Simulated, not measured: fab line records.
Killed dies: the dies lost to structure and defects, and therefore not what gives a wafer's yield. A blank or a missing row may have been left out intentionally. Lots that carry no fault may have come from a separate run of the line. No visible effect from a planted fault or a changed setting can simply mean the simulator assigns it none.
Split-lot study || flow berkeleyCmos170 || on a route of 331 steps: 5 lots, 23 wafers read

ABOUT THE SPLIT
At UCB170_NSD_IMPLANT_08, the setting energyKev was moved away from the recipe's 40 on 9 of the 23 wafers read, by -4.0% to +3.1%. This setting was run at the recipe's value on the other wafers.

FROM THE SPLIT TO THE READING: what the file shows between them, 3 steps
- UCB170_NSD_STRIP_09: strips in O2
- UCB170_NSD_CLEAN_11: cleans in SPM, time 600 s
- UCB170_SDANNEAL_RTA_01: time 5 s

THE READING
At UCB170_SDANNEAL_RS_MEAS_03, a four-point-probe measurement gives NSD_RS in ohm/sq. Typical for fault-free wafers on this fab line: 37.26 ohm/sq, with standard deviation 0.084 ohm/sq.

{"wafer": "L074.1", "tool, chamber at the split": "implanter-04, 0", "energyKev as run": 41.12, "against the recipe": "+2.8%", "NSD_RS, ohm/sq": 37.05, "against lot-mates on the recipe": -0.24}
{"wafer": "L074.3", "tool, chamber at the split": "implanter-04, 0", "energyKev as run": 40, "against the recipe": "recipe", "NSD_RS, ohm/sq": 37.25, "against lot-mates on the recipe": "-"}
{"wafer": "L074.4", "tool, chamber at the split": "implanter-04, 0", "energyKev as run": 41.12, "against the recipe": "+2.8%", "NSD_RS, ohm/sq": 37.02, "against lot-mates on the recipe": -0.27}
{"wafer": "L074.5", "tool, chamber at the split": "implanter-04, 0", "energyKev as run": 40, "against the recipe": "recipe", "NSD_RS, ohm/sq": 37.25, "against lot-mates on the recipe": "-"}
{"wafer": "L074.6", "tool, chamber at the split": "implanter-04, 0", "energyKev as run": 40, "against the recipe": "recipe", "NSD_RS, ohm/sq": 37.38, "against lot-mates on the recipe": "-"}
{"wafer": "L082.2", "tool, chamber at the split": "implanter-02, 0", "energyKev as run": 40, "against the recipe": "recipe", "NSD_RS, ohm/sq": 37.28, "against lot-mates on the recipe": "-"}
{"wafer": "L082.3", "tool, chamber at the split": "implanter-02, 0", "energyKev as run": 38.4, "against the recipe": "-4.0%", "NSD_RS, ohm/sq": 37.74, "against lot-mates on the recipe": "+0.49"}
{"wafer": "L082.4", "tool, chamber at the split": "implanter-02, 0", "energyKev as run": 38.4, "against the recipe": "-4.0%", "NSD_RS, ohm/sq": 37.71, "against lot-mates on the recipe": "+0.46"}
{"wafer": "L082.5", "tool, chamber at the split": "implanter-02, 0", "energyKev as run": 38.4, "against the recipe": "-4.0%", "NSD_RS, ohm/sq": 37.78, "against lot-mates on the recipe": "+0.53"}
{"wafer": "L082.6", "tool, chamber at the split": "implanter-02, 0", "energyKev as run": 40, "against the recipe": "recipe", "NSD_RS, ohm/sq": 37.21, "against lot-mates on the recipe": "-"}
{"wafer": "L083.1", "tool, chamber at the split": "implanter-04, 0", "energyKev as run": 41.26, "against the recipe": "+3.1%", "NSD_RS, ohm/sq": 36.80, "against lot-mates on the recipe": -0.42}
{"wafer": "L083.2", "tool, chamber at the split": "implanter-04, 0", "energyKev as run": 41.26, "against the recipe": "+3.1%", "NSD_RS, ohm/sq": 36.78, "against lot-mates on the recipe": -0.44}
{"wafer": "L083.4", "tool, chamber at the split": "implanter-04, 0", "energyKev as run": 40, "against the recipe": "recipe", "NSD_RS, ohm/sq": 37.25, "against lot-mates on the recipe": "-"}
{"wafer": "L083.5", "tool, chamber at the split": "implanter-04, 0", "energyKev as run": 40, "against the recipe": "recipe", "NSD_RS, ohm/sq": 37.21, "against lot-mates on the recipe": "-"}
{"wafer": "L083.6", "tool, chamber at the split": "implanter-04, 0", "energyKev as run": 40, "against the recipe": "recipe", "NSD_RS, ohm/sq": 37.20, "against lot-mates on the recipe": "-"}
{"wafer": "L084.3", "tool, chamber at the split": "implanter-02, 0", "energyKev as run": 40, "against the recipe": "recipe", "NSD_RS, ohm/sq": 37.15, "against lot-mates on the recipe": "-"}
{"wafer": "L084.5", "tool, chamber at the split": "implanter-02, 0", "energyKev as run": 40, "against the recipe": "recipe", "NSD_RS, ohm/sq": 37.20, "against lot-mates on the recipe": "-"}
{"wafer": "L084.6", "tool, chamber at the split": "implanter-02, 0", "energyKev as run": 40, "against the recipe": "recipe", "NSD_RS, ohm/sq": 37.16, "against lot-mates on the recipe": "-"}
{"wafer": "L085.1", "tool, chamber at the split": "implanter-01, 0", "energyKev as run": 40.67, "against the recipe": "+1.7%", "NSD_RS, ohm/sq": 37.18, "against lot-mates on the recipe": -0.19}
{"wafer": "L085.3", "tool, chamber at the split": "implanter-01, 0", "energyKev as run": 40, "against the recipe": "recipe", "NSD_RS, ohm/sq": 37.36, "against lot-mates on the recipe": "-"}
{"wafer": "L085.4", "tool, chamber at the split": "implanter-01, 0", "energyKev as run": 40, "against the recipe": "recipe", "NSD_RS, ohm/sq": 37.34, "against lot-mates on the recipe": "-"}
{"wafer": "L085.5", "tool, chamber at the split": "implanter-01, 0", "energyKev as run": 40.67, "against the recipe": "+1.7%", "NSD_RS, ohm/sq": 37.16, "against lot-mates on the recipe": -0.21}
{"wafer": "L085.6", "tool, chamber at the split": "implanter-01, 0", "energyKev as run": 40, "against the recipe": "recipe", "NSD_RS, ohm/sq": 37.42, "against lot-mates on the recipe": "-"}

THE FIT
A straight line over all 23 wafers: NSD_RS changes by -0.116 ohm/sq for each +1% of energyKev; r = -0.94; the points scatter about the line by 0.086 ohm/sq.
The same after taking each lot's own level away (the mean of its wafers on the recipe; 23 wafers): -0.122 ohm/sq for each +1%; r = -0.98; scatter 0.044 ohm/sq.
On that fit, the largest move of energyKev shifts the reading by 0.49 ohm/sq.
From 37.170 to 37.373 ohm/sq: that is the span of the lots' own levels, equal to 2.4 times the standard deviation above.
Hence the lot-to-lot level has little effect on the slope; both slopes agree.
Check: +0.489 ohm/sq against its lot-mates is what the line predicts for one of the wafers moved furthest among these (-4.0%) when that wafer is left out of the fit. Against them it came out at +0.495 ohm/sq.

OTHER SPLITS APPLIED TO THESE WAFERS
These wafers also went through other splits before the reading. Each is held against what the fit with the lots' levels taken away leaves over:
{"other split on the same wafers": "UCB170_NWELL_OXIDATION_01 tempC", "wafers away from the commonest value": 18, "r with NSD_RS (lot level and that fit taken away)": -0.34}
{"other split on the same wafers": "UCB170_NWELL_PEB_10 pebTempC", "wafers away from the commonest value": 10, "r with NSD_RS (lot level and that fit taken away)": -0.04}
{"other split on the same wafers": "UCB170_ACTIVE_OXIDATION_02 oxTimeS", "wafers away from the commonest value": 10, "r with NSD_RS (lot level and that fit taken away)": "+0.30"}
{"other split on the same wafers": "UCB170_FIELD_OXIDATION_01 oxTimeS", "wafers away from the commonest value": 15, "r with NSD_RS (lot level and that fit taken away)": -0.25}
{"other split on the same wafers": "UCB170_PVT_STRIP_08 o2FlowSccm", "wafers away from the commonest value": 9, "r with NSD_RS (lot level and that fit taken away)": "+0.25"}
{"other split on the same wafers": "UCB170_NLDD_IMPLANT_09 energyKev", "wafers away from the commonest value": 11, "r with NSD_RS (lot level and that fit taken away)": -0.03}
{"other split on the same wafers": "UCB170_NSD_EXPOSE_03 doseMj", "wafers away from the commonest value": 11, "r with NSD_RS (lot level and that fit taken away)": "+0.23"}

THE WHOLE CHAIN: every reading that the file lists as answering this split, in the file's order
{"step": "UCB170_NSD_IMPLANT_08", "what it does": "", "reading": "implant.rpNm (the simulator's own value, which no gauge read)", "change (the file's fit)": "+0.474 nm for each +1% of the setting", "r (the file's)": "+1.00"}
{"step": "UCB170_NSD_IMPLANT_08", "what it does": "", "reading": "implant.drpNm (the simulator's own value, which no gauge read)", "change (the file's fit)": "+0.18 nm for each +1% of the setting", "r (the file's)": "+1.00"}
{"step": "UCB170_NSD_STRIP_09", "what it does": "strips in O2", "reading": "stripTimeToEndpointS", "change (the file's fit)": "withheld for each +1% of the setting", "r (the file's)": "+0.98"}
{"step": "UCB170_SDANNEAL_RS_MEAS_03", "what it does": "measures by four-point-probe", "reading": "NSD_RS", "change (the file's fit)": "-0.121 for each +1% of the setting", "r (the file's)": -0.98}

THE FILE'S OWN FIT
NSD_RS changes by -0.121 ohm/sq for each +1% of energyKev, r = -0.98.
